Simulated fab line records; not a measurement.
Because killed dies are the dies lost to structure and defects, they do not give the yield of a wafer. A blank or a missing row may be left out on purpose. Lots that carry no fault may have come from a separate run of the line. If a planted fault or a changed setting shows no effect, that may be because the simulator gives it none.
The same fault as seen by 2 desks | flow berkeleyCmos170 | numbers are kept per desk, each desk with only its own; the story behind them comes last

== DESK OF THE TOOL OWNER: wetBench-03 ==
The tool's own readings at UCB170_NLDD_CLEAN_12 (cleans in SPM, time 600 s): means of the sampled wafers that have a number, for each lot that ran on this tool. If a lot's mean is further than 4 standard deviations from the usual mean, the lot is out of limits and carries the mark OUT (the distance appears in the brackets).
Columns: A = bathGuardTempC at UCB170_NLDD_CLEAN_12, usual 120.2 C; B = bathHeatDutyPct at UCB170_NLDD_CLEAN_12, usual 13.1 %
lot  | first seen here | A     | B
L262 | day 6 00:31     | 119.7 | 16.5
L266 | day 6 22:59     | 120.5 | 13.7
L265 | day 6 23:23     | 120.4 | 14.8
L270 | day 8 01:52     | 120.4 | 14.6
L274 | day 9 04:08     | 120.2 | 9.8
L275 | day 9 11:31     | 120.3 | 9.6
L277 | day 9 12:04     | 120.1 | 11.1
L280 | day 10 04:19    | 120.2 | 11.0
This desk found nothing out of limits on any of the 8 lots.

== FROM THE METROLOGY DESK ==
What the gauges read for every lot (on any tool): the sampled wafers with a number, averaged. If a lot's mean is further than 4 standard deviations from the usual mean, the lot is out of limits and carries the mark OUT (the distance appears in the brackets).
Columns: A = FIELD_OXIDE_LEFT_2_THK at UCB170_FIELD_THK_MEAS_91, usual 355 nm; B = cdNm at UCB170_NLDD_CD_MEAS_06, usual 1200.3 nm
lot  | first seen here | A   | B
L261 | day 5 08:57     | 351 | 1199.7
L262 | day 5 09:10     | 343 | 1199.7
L263 | day 5 18:31     | 353 | 1199.5
L264 | day 6 00:19     | 342 | 1199.5
L266 | day 6 06:49     | 357 | 1201.6
L265 | day 6 07:05     | 352 | 1200.2
L270 | day 7 09:45     | 347 | 1200.9
L273 | day 8 01:56     | 359 | 1200.2
L274 | day 8 15:15     | 363 | 1200.4
L275 | day 8 20:47     | 343 | 1200.1
L277 | day 8 20:51     | 347 | 1199.2
L280 | day 9 12:13     | 369 | 1200.5
L281 | day 9 12:30     | 373 | 1198.3
L283 | day 10 01:32    | 362 | 1200.2
This desk found nothing out of limits on any of the 14 lots.

== TAKEN TOGETHER ==
The desk of the tool owner found nothing out of limits.
At the metrology desk, nothing out of limits was observed.

== WHAT HAD BEEN PUT IN BY THE SIMULATOR ==
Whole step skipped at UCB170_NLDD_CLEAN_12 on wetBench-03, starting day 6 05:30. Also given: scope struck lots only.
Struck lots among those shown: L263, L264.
